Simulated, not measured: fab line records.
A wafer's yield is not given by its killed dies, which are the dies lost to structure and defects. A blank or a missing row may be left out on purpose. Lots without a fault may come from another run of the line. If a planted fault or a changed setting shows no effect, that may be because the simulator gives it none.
A lot that was struck, set against a sound lot	flow rit-cmos	17 out of 202 route steps
Sound: wafers L582.1, L582.5, L582.6. The struck wafers were L590.3, L590.4, L590.5. At the end, the cause is stated.
At each step with rows: each side's tool, then ch and its chambers, then its first start. Under that, the readings that differ: sound wafers	struck wafers	difference of the means	sigmas: that difference in standard deviations of wafers without a fault.
alike: same words and numbers on both sides, and readings whose means sit less than 2 such deviations apart. not compared: any withheld reading, any reading some wafer has no value for, any bound like >300 that may hide the same value, and any number with overlapping values for which the record gives no deviation.
Wherever a step has rows on one side only, a row that says differs or no value, or a row with sigmas, the two part there. Numbers that don't overlap but have no deviation are shown without sigmas and don't part them. A reading missing from all wafers of one side parts the sides only when that side holds two or more wafers.

first, 1 step without rows for these wafers: RIT_PSD_IMPLANT_08.
RIT_PSD_STRIP_09: strips in O2, time 180 s.
  sound on plasma-asher-01 ch 0,1, day 5 08:20; struck on plasma-asher-02 ch 0,1, day 7 02:40
  alike: chamber-pressure-mTorr, drypump-motor-current-A
  not compared: rf-hours-counter-h
RIT_PSD_TW_MEAS_10:
  sound on film-metro-03 at day 5 08:31; struck on film-metro-03 at day 7 02:47
  alike: PSD_TW
then, 3 steps without rows for these wafers: RIT_SDANNEAL_CLEAN_00 (cleans in SC1, time 600 s); RIT_SDANNEAL_CLEAN_01 (cleans in dHF, time 30 s); RIT_SDANNEAL_CLEAN_02 (cleans in SC2, time 600 s).
RIT_SDANNEAL_RTA_03: time 5 s.
  sound on rtp-anneal-01 ch 0, day 5 08:56; struck on rtp-anneal-01 ch 0, day 7 03:13
reading	sound	struck	difference	sigmas
wafer_temp_C_max	1053.7 1058.1 1054.0	1053.8 1051.8 1051.5	-2.9	-2
RIT_SDANNEAL_RS_MEAS_04: the measuring method here is four-point-probe.
  sound on film-metro-03 at day 5 09:00; struck on film-metro-01 at day 7 03:18
  alike: PSD_RS
RIT_SDANNEAL_RS_MEAS_05: the measuring method here is four-point-probe.
  sound on film-metro-03 at day 5 09:07; struck on film-metro-01 at day 7 03:25
  alike: NSD_RS
RIT_SDANNEAL_RS_MEAS_06: the measuring method here is four-point-probe.
  sound on film-metro-03 at day 5 09:14; struck on film-metro-01 at day 7 03:32
  alike: PLDD_RS
RIT_SDANNEAL_RS_MEAS_07: the measuring method here is four-point-probe.
  sound on film-metro-03 at day 5 09:22; struck on film-metro-01 at day 7 03:40
  alike: NLDD_RS
then, 1 step without rows for these wafers: RIT_SILICIDE_WET_ETCH_00 (etches SiO2 in BOE, target depth 14 nm, time 15.32 s).
RIT_SILICIDE_SPUTTER_01: material Ti, target thk 30 nm, time 240 s.
  sound on pvd-sputter-03 at day 5 09:29; struck on pvd-sputter-03 at day 7 03:46
reading	sound	struck	difference	sigmas
model.Ti_of_SILICIDE_SPUTTER_01.thk-nm (nm)	29.65 29.61 29.26	23.52 23.42 23.98	-5.87	
  alike: throttle-valve-pct
RIT_SILICIDE_RS_MEAS_02: the measuring method here is four-point-probe.
  sound on film-metro-02 at day 5 09:38; struck on film-metro-02 at day 7 03:57
reading	sound	struck	difference	sigmas
SILICIDE_TI_RS (ohm/sq)	48.6 48.7 49.4	65.1 65.5 63.6	+15.8	+20
RIT_SILICIDE_THK_MEAS_03: measures by xrf.
  sound on film-metro-02 at day 5 09:46; struck on film-metro-02 at day 7 04:03
reading	sound	struck	difference	sigmas
SILICIDE_TI_THK (nm)	29.6 29.7 29.3	23.8 23.6 24.2	-5.7	-12
RIT_SILICIDE_RTA_04: time 10 s, ramp up 5 s, ramp down 5 s.
  sound on rtp-anneal-02 ch 0, day 5 09:49; struck on rtp-anneal-02 ch 0, day 7 04:07
  alike: wafer_temp_C_max
RIT_M1_PROBE_99:
  sound on prober-02 at day 5 16:41; struck on prober-02 at day 7 11:44
reading	sound	struck	difference	sigmas
killed-at-contacts	0 0 0	0 0 2	+1	+2
model.etest.npoly-line.line-ohm-um	173.3 168.2 168.4	203.5 195.3 196.2	+28.4	
model.etest.ppoly-line.line-ohm-um	164.7 164.5 165.1	191.3 187.6 187.3	+24.0	
model.etest.contact-nplus.end-ohm-um	40.46 42.53 41.87	34.22 34.05 35.42	-7.06	
model.etest.contact-pplus.end-ohm-um	43.22 41.78 41.41	36.44 36.28 38.02	-5.22	
model.etest.ppoly-line.width-nm (nm)	100.3 102.3 102.7	103.3 105.5 103.3	+2.3	
model.etest.npoly-line.width-nm (nm)	99.75 101.6 101.8	102.4 105.1 103	+2.5	
model.etest.npoly-line.rs-ohm-sq	17.18 17.18 17.34	20.77 20.63 20.43	+3.38	
model.etest.ppoly-line.rs-ohm-sq	16.75 16.79 16.97	19.79 20.08 19.67	+3.01	
  alike: killed-at-front-end, killed-dies, killed-open, killed-short

## WHERE THEY PART
At RIT_SDANNEAL_RTA_03 first; at RIT_M1_PROBE_99 last (within this record only).

WHY: the cause the simulator had injected
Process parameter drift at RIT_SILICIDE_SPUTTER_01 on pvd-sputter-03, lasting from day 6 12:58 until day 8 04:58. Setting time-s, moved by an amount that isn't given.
